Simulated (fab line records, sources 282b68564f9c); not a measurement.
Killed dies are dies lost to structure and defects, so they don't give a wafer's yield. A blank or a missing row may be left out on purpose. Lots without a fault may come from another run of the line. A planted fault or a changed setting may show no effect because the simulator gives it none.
fab line records | flow rit_cmos
record lots=5 wafers=15 last_day=7
route steps=202 shown GATE@94 REOX@98 NLDD@103 M1@202
lots that met no fault: from a run of the same line without faults
start_h: hours from the record's first day to the start of the lot's first wafer shown | wait_h: hours since the lot's step before | " the same as in the row above | L1.1+2: a row that stands for several wafers | - no value, or no start given | * or withheld: withheld | < > ~ a bound
route shown NAME@n: a module of which the file shows steps, and the number in the route of the first | usual: mean/standard deviation of fault-free wafers | same: alike in all rows | chamber/n: place in a boat | sites: the reading at each site | _std_site: their standard deviation | _edge_site: outer sites' mean less inner sites' | radius_mm: how far each site lies from the wafer's centre | mask NAME#n: copy n | behind: the tool/chamber that last shaped the wafer | hold: why the lot was held/for how many hours/how that ended | device: the transistor (n, p or np) that didn't switch | end of line: the same wafers' tests at the end of the route | a step without rows: its recipe alone | killed: dies lost to structure and defects at the first sort, not the wafer's yield | map: a wafer's dies, x killed, . not, _ none there
set.NAME: the setting as run; set.NAME@STEP: as run at that earlier step | model.NAME: the simulator's own value behind a step, which no gauge read
lots at some steps of the route; a table a step, a row a wafer
services: from which hour (start_h, from the record's first day; less than 0 if before it) a tool's chamber was out of use, for how many hours, and why
## steps
# step RIT_GATE_HARDBAKE_18
# recipe resist=NOVOLAK temp_c=140 time_s=60
# step RIT_GATE_ETCH_19
# recipe chemistry=SF6/CHF3/O2 time_s=165 SF6_flow_sccm=30 CHF3_flow_sccm=30 O2_flow_sccm=5 target=poly-Si pressure_mtorr=40 rf_w=160 target_depth_a=3125 over_etch_frac=0.25 stop_on=SiO2
# usual drypump_motor_current_A=5.7/0.45 oes_product_au=0.851/0.017 throttle_valve_pct=10.24/0.11
# columns lot.wafer tool chamber start_h wait_h drypump_motor_current_A oes_product_au rf_hours_counter_h throttle_valve_pct
L813.1 rie_si-01 3 51.36 0.1 5.4 0.820 61 10.25
L813.2 " 0 " " 5.3 0.849 35 10.18
L813.3 " 1 " " 6.4 0.861 77 10.31
L816.2 rie_si-02 0 66.66 0.1 5.7 0.846 128 10.05
L816.4 " 1 " " 5.4 0.852 1 10.29
L816.5 " 0 " " 5.7 0.850 - 10.04
L820.4 rie_si-02 3 85.73 0.1 5.1 0.837 18 10.15
L820.5 " 2 " " 6.3 0.848 - 10.41
L820.6 " 1 " " 5.4 0.857 - 10.29
L832.2 rie_si-02 0 143.66 0.1 5.7 0.838 129 10.06
L832.4 " 3 " " 5.1 0.825 19 10.15
L832.6 " 1 " " 5.4 0.850 - 10.27
L834.1 rie_si-02 3 155.59 0.1 5.1 0.858 19 10.14
L834.4 " 0 " " 5.7 0.859 129 10.06
L834.5 " 0 " " 5.7 0.864 - 10.05
# step RIT_GATE_STRIP_20
# recipe chemistry=O2 time_s=180 resist=NOVOLAK platen_temp_c=withheld power_w=500 pressure_mtorr=4000 o2_flow_sccm=4000
# usual drypump_motor_current_A=6.1/0.48
# columns lot.wafer tool chamber start_h wait_h drypump_motor_current_A rf_hours_counter_h
L813.1 plasma_asher-02 0 51.47 0.1 5.3 41
L813.2 " 1 " " 6.5 41
L813.3 " 1 " " 6.5 -
L816.2 plasma_asher-02 1 66.85 0.1 6.5 43
L816.4 " 0 " " 5.3 -
L816.5 " 0 " " 5.3 -
L820.4 plasma_asher-02 0 85.90 0.1 5.3 -
L820.5 " 0 " " 5.3 -
L820.6 " 1 " " 6.5 -
L832.2 plasma_asher-02 1 143.77 0.1 6.5 52
L832.4 " 0 " " 5.3 -
L832.6 " 1 " " 6.5 -
L834.1 plasma_asher-02 0 155.70 0.1 5.3 54
L834.4 " 1 " " 6.5 -
L834.5 " 0 " " 5.3 -
# step RIT_GATE_CD_MEAS_90
# recipe target_cd_nm=150
# usual cd_nm=148.7/2.6
# columns lot.wafer tool chamber start_h wait_h cd_nm
L813.1 cd_sem-02 - 51.65 0.1 147.9
L813.2 " - " " 149.8
L813.3 " - " " 146.5
L816.2 cd_sem-02 - 67.05 0.1 147.3
L816.4 " - " " 145.0
L816.5 " - " " 146.0
L820.4 cd_sem-01 - 86.08 0.1 148.9
L820.5 " - " " 150.5
L820.6 " - " " 150.4
L832.2 cd_sem-02 - 143.96 0.1 148.7
L832.4 " - " " 146.5
L832.6 " - " " 148.7
L834.1 cd_sem-01 - 155.87 0.1 151.6
L834.4 " - " " 149.7
L834.5 " - " " 148.6
# step RIT_REOX_CLEAN_00
# recipe chemistry=SC1 mix=3:3:50 time_s=600 temp_c=75
# step RIT_REOX_CLEAN_01
# recipe chemistry=dHF dilution=50:1 time_s=30
# step RIT_REOX_CLEAN_02
# recipe chemistry=SC2 mix=3:3:50 time_s=600 temp_c=75 dry=n2_spin
# step RIT_REOX_OXIDATION_03
# recipe temp_c=900 ambient=O2 target_thk_a=252 ox_time_s=5580
# step RIT_REOX_THK_MEAS_04
# recipe reads=SiO2_of_REOX_OXIDATION_03
# usual REOX_OXIDE_THK=25.3/0.47
# columns lot.wafer tool chamber start_h wait_h REOX_OXIDE_THK[nm]
L813.1 film_metro-04 - 55.22 0.0 25.3
L813.2 " - " " 26.0
L813.3 " - " " 25.7
L816.2 film_metro-01 - 70.10 0.0 24.9
L816.4 " - " " 24.6
L816.5 " - " " 24.7
L820.4 film_metro-04 - 89.94 0.0 25.1
L820.5 " - " " 25.1
L820.6 " - " " 25.2
L832.2 film_metro-01 - 148.49 0.0 25.2
L832.4 " - " " 25.1
L832.6 " - " " 25.6
L834.1 film_metro-01 - 159.94 0.0 24.6
L834.4 " - " " 25.5
L834.5 " - " " 24.7
# step RIT_NLDD_HMDS_00
# recipe prime_time_s=60 prime_temp_c=140
# step RIT_NLDD_COAT_01
# recipe resist=NOVOLAK spin_rpm=3250 resist_thk_nm=1000
# step RIT_NLDD_SOFTBAKE_02
# recipe resist=NOVOLAK temp_c=90 time_s=60
# step RIT_NLDD_EXPOSE_03
# recipe mask_id=M7 na=0.57 target_cd_nm=40700 dose_mj=250
# columns lot.wafer tool chamber start_h wait_h mask
L813.1+2+3 iline_stepper-01 0 55.73 0.1 M7#0
L816.2+4+5 iline_stepper-01 0 70.76 0.1 M7_R1#0
L820.4+5+6 iline_stepper-01 0 90.60 0.2 M7#0
L832.2+4+6 iline_stepper-02 0 149.07 0.1 M7#0
L834.1+4+5 iline_stepper-02 0 160.79 0.2 M7#0
# step RIT_NLDD_PEB_04
# recipe resist=NOVOLAK temp_c=withheld time_s=withheld
# step RIT_M1_PROBE_99
# usual killed_at_contacts=0.1/0.34 killed_at_front_end=6.9/2.8 killed_dies=7.1/2.8 killed_open=3.4/1.9 killed_short=3.6/1.7
# same gross_dies=264 killed_at_M0_to_M3=0 killed_at_M4_up=0 killed_at_back_side=0 killed_at_other=0
# columns lot.wafer tool chamber start_h wait_h killed_at_contacts killed_at_front_end killed_dies killed_open killed_short model.etest.nldd.width_nm
L813.1 prober-01 - 74.02 0.1 0 6 6 2 4 3197
L813.2 prober-01 - 74.07 0.1 0 7 7 1 6 3183
L813.3 prober-01 - 74.12 0.2 0 5 5 1 4 3171
L816.2 prober-02 - 86.63 0.1 0 9 9 3 6 3115
L816.4 prober-02 - 86.73 0.2 0 6 6 3 3 3113
L816.5 prober-02 - 86.78 0.2 0 10 10 5 5 3112
L820.4 prober-02 - 107.58 0.2 0 2 2 1 1 3144
L820.5 prober-02 - 107.63 0.2 0 14 14 7 7 3150
L820.6 prober-02 - 107.68 0.2 1 6 7 3 4 3168
L832.2 prober-01 - 165.92 0.1 0 12 12 7 5 3180
L832.4 prober-01 - 166.02 0.2 0 6 6 4 2 3211
L832.6 prober-01 - 166.12 0.2 0 15 15 6 9 3185
L834.1 prober-01 - 176.67 0.1 0 7 7 4 3 3180
L834.4 prober-01 - 176.82 0.2 0 8 8 6 2 3189
L834.5 prober-01 - 176.87 0.2 0 13 13 6 7 3168
# killed by level:class
L813.1 GATE:geometric_particle:open=2 GATE:geometric_particle:short=1 REOX:geometric_particle:short=1 SPACER:geometric_particle:short=1 SILICIDE:geometric_particle:short=1
L813.2 SILICIDE:geometric_particle:short=3 FOX1:geometric_particle:short=2 REOX:geometric_particle:short=1 SILICIDE:geometric_particle:open=1
L813.3 GATE:geometric_particle:short=2 REOX:geometric_particle:short=1 GATE:geometric_particle:open=1 SPACER:geometric_particle:short=1
L816.2 GATE:geometric_particle:short=4 GATE:geometric_particle:open=2 FOX1:geometric_particle:short=1 REOX:geometric_particle:short=1 REOX:geometric_particle:open=1
L816.4 GATE:geometric_particle:open=3 GATE:geometric_particle:short=2 REOX:geometric_particle:short=1
L816.5 FOX1:geometric_particle:open=2 GATE:geometric_particle:short=2 REOX:geometric_particle:open=2 REOX:geometric_particle:short=2 ACTIVE:geometric_particle:short=1 FOX2:geometric_particle:open=1
L820.4 GATE:geometric_particle:short=1 GATE:geometric_particle:open=1
L820.5 FOX1:geometric_particle:short=2 GATE:geometric_particle:open=2 SPACER:geometric_particle:open=2 SILICIDE:geometric_particle:short=2 FOX1:geometric_particle:open=1 FOX2:geometric_particle:open=1 GATE:geometric_particle:short=1 REOX:geometric_particle:open=1
L820.6 GATE:geometric_particle:short=2 SILICIDE:geometric_particle:open=2 GATE:geometric_particle:open=1 REOX:geometric_particle:short=1 CONTACT:geometric_particle:short=1
L832.2 GATE:geometric_particle:open=3 FOX1:geometric_particle:short=2 GATE:geometric_particle:short=2 REOX:geometric_particle:open=2 FOX1:geometric_particle:open=1 REOX:geometric_particle:short=1 SILICIDE:geometric_particle:open=1
L832.4 REOX:geometric_particle:open=2 SILICIDE:geometric_particle:short=1 GATE:geometric_particle:short=1 GATE:geometric_particle:open=1 SPACER:geometric_particle:open=1
L832.6 GATE:geometric_particle:short=6 GATE:geometric_particle:open=3 FOX2:geometric_particle:open=2 FOX1:geometric_particle:short=1 FOX1:geometric_particle:open=1 SPACER:geometric_particle:short=1 SILICIDE:geometric_particle:short=1
L834.1 GATE:geometric_particle:short=2 FOX1:geometric_particle:open=1 FOX1:geometric_particle:short=1 REOX:geometric_particle:open=1 SPACER:geometric_particle:open=1 SILICIDE:geometric_particle:open=1
L834.4 REOX:geometric_particle:open=2 SILICIDE:geometric_particle:open=2 FOX1:geometric_particle:open=1 FOX1:geometric_particle:short=1 GATE:geometric_particle:open=1 SILICIDE:geometric_particle:short=1
L834.5 GATE:geometric_particle:short=3 GATE:geometric_particle:open=3 FOX1:geometric_particle:open=2 FOX2:geometric_particle:short=2 FOX1:geometric_particle:short=1 REOX:geometric_particle:open=1 REOX:geometric_particle:short=1
## services
# columns tool chamber start_h hours kind
iline_stepper-01 - 27.39 4.4 pm
rie_si-02 - 29.90 2.8 pm
iline_stepper-02 0 30.77 - calibration
rie_si-02 2 33.58 2.7 repair
plasma_asher-02 - 40.67 2.8 pm
iline_stepper-02 - 64.92 4.4 pm
iline_stepper-01 0 127.23 - calibration
## key
first_sign step=RIT_NLDD_EXPOSE_03 reading=mask direction=changed
effect none on later readings
model_effect step=RIT_M1_PROBE_99 value=etest.nldd.width_nm without=3181 struck=3113
met_at RIT_NLDD_EXPOSE_03
struck_wafers L816.2,L816.4,L816.5
tester_left_out L816
onset_between 55.73 70.76
fault kind=wrong_mask tool=any chamber=- onset_h=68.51 steps=RIT_NLDD_EXPOSE_03 aux_copy=M7_R1#0 cd_offset_nm=-220 scope=struck_lots_only
# tester_left_out: of these lots the tester's yield and bins aren't shown, on N5 and GAA mostly nor the transistor test; their killed dies are dies lost to structure and defects alone, not to doping, threshold or leakage, so they don't give the yield
